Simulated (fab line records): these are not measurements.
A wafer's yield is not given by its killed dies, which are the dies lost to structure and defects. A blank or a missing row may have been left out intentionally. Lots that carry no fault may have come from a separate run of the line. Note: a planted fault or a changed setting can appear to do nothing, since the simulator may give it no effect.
fab line records    flow berkeleyCmos170
record: lots: 15  wafers: 45  lastDay: 14
route steps=331 shown PWELL@36
lots untouched by any fault: they come from a run of this same line in which no faults occurred
startH: hours from the record's first day to the start of the lot's first wafer shown    waitH: hours from the lot's prior step to this one    " as in the row above    L1.1+2: a row that stands for several wafers    - no value, or no start given    * or withheld: withheld    < > ~ a bound
route shown NAME@n: a module of which the file shows steps, and the number in the route of the first    usual: mean/standard deviation of fault-free wafers    same: alike in all rows    chamber/n: place in a boat    sites: per-site readings    _std_site: the values' standard deviation    _edge_site: outer sites' mean less inner sites'    radiusMm: for every site, how far away it sits from the centre of the wafer    mask NAME#n: copy n    behind: the last tool/chamber to shape the wafer    hold: the reason the lot was held/the length of the hold in hours/how it ended    device: names the non-switching transistor (n, p or np)    end of line: the tests these same wafers got at the end of their route    a step without rows: its recipe alone    killed: at the first sort, the dies lost to defects and structure; wafer yield is something else    map: dies across one wafer; x = killed, . = not, _ = none there
set.NAME: the setting as run; set.NAME@STEP: as run at that earlier step    model.NAME: the simulator's own value behind a step, which no gauge read
steps of the route over a sample of lots; a table a step, a row a wafer
services: from which hour (startH, from the record's first day; less than 0 if before it) a tool's chamber was out of use, for how many hours, and why
== steps ==
step: UCB170_PWELL_OXIDATION_02
recipe: tempC: 1000  ambient: O2  targetThkA: 264  oxTimeS: 1260
lot.wafer   tool        chamber  startH  waitH
L312.2+4+5  furnace-04  0        44.73   7.1
L313.2+4+5  furnace-04  0        51.62   3.8
L315.1+4+6  furnace-04  0        59.67   4.2
L316.2+3+5  furnace-01  0        71.20   4.6
L317.2+3+6  furnace-01  0        75.38   3.3
L318.2+3+6  furnace-01  0        75.38   3.3
L319.1+5+6  furnace-01  0        83.73   2.7
L321.1+3+5  furnace-04  0        88.80   2.7
L323.2+5+6  furnace-01  0        101.43  4.5
L323.2+5+6  furnace-01  0        104.03  1.2
L324.2+3+6  furnace-01  0        101.43  4.5
L325.1+2+6  furnace-02  0        111.13  5.3
L325.1+2+6  furnace-02  0        113.81  1.3
L326.2+4+6  furnace-02  0        111.13  5.3
L330.3+4+5  furnace-02  0        134.36  2.7
L333.2+3+5  furnace-01  0        146.81  5.1
L333.2+3+5  furnace-01  0        149.51  1.4
L335.1+2+4  furnace-04  0        171.21  5.7
step: UCB170_PWELL_THK_MEAS_03
recipe: reads: SiO2_of_PWELL_OXIDATION_02
usual: PWELL_OXIDE_THK: 26.5/0.49
lot.wafer  tool          chamber  startH  waitH  PWELL_OXIDE_THK[nm]
L312.2     filmMetro-03  -        46.09   0.0    26.4
L312.4     "             -        "       "      26.5
L312.5     "             -        "       "      26.4
L313.2     filmMetro-03  -        52.98   0.0    26.0
L313.4     "             -        "       "      26.2
L313.5     "             -        "       "      25.8
L315.1     filmMetro-02  -        61.02   0.0    26.9
L315.4     "             -        "       "      26.8
L315.6     "             -        "       "      26.9
L316.2     filmMetro-01  -        72.56   0.0    26.4
L316.3     "             -        "       "      26.6
L316.5     "             -        "       "      26.9
L317.2     filmMetro-01  -        76.74   0.0    27.4
L317.3     "             -        "       "      26.9
L317.6     "             -        "       "      27.0
L318.2     filmMetro-03  -        76.74   0.0    26.7
L318.3     "             -        "       "      27.6
L318.6     "             -        "       "      27.3
L319.1     filmMetro-02  -        85.12   0.0    27.0
L319.5     "             -        "       "      27.0
L319.6     "             -        "       "      27.0
L321.1     filmMetro-03  -        90.15   0.0    25.1
L321.3     "             -        "       "      25.1
L321.5     "             -        "       "      25.2
L324.2     filmMetro-03  -        102.79  0.0    26.3
L324.3     "             -        "       "      26.2
L324.6     "             -        "       "      26.2
L323.2     filmMetro-02  -        105.39  0.0    39.2
L323.5     "             -        "       "      39.9
L323.6     "             -        "       "      39.1
L326.2     filmMetro-01  -        112.58  0.1    26.4
L326.4     "             -        "       "      26.2
L326.6     "             -        "       "      26.4
L325.1     filmMetro-01  -        115.16  0.0    39.0
L325.2     "             -        "       "      39.4
L325.6     "             -        "       "      38.7
L330.3     filmMetro-03  -        135.73  0.0    26.9
L330.4     "             -        "       "      26.7
L330.5     "             -        "       "      27.0
L333.2     filmMetro-03  -        150.87  0.0    40.2
L333.3     "             -        "       "      39.5
L333.5     "             -        "       "      39.7
L335.1     filmMetro-01  -        172.56  0.0    26.9
L335.2     "             -        "       "      27.1
L335.4     "             -        "       "      27.1
== services ==
tool        chamber  startH  hours  kind
furnace-02  -        42.05   4.4    pm
furnace-02  -        147.31  48.1   pm
== key ==
firstSign: step: UCB170_PWELL_OXIDATION_02  reading: visit  direction: added
effect: step: UCB170_PWELL_THK_MEAS_03  reading: PWELL_OXIDE_THK  direction: up  sigmas: 26  usual: 26.5  struck: 39.4
metAt UCB170_PWELL_OXIDATION_02
struckLots L323,L325,L333
testerLeftOut L323,L325,L333
fault: kind: repeatedStepWhole  tool: furnace-01,furnace-02,furnace-04  chamber: -  onsetH: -  steps: UCB170_PWELL_OXIDATION_02  times: 1  scope: struckLotsOnly
testerLeftOut: of these lots the tester's yield and bins aren't shown, on N5 and GAA mostly nor the transistor test; their killed dies are dies lost to structure and defects alone, not to doping, threshold or leakage, so they don't give the yield
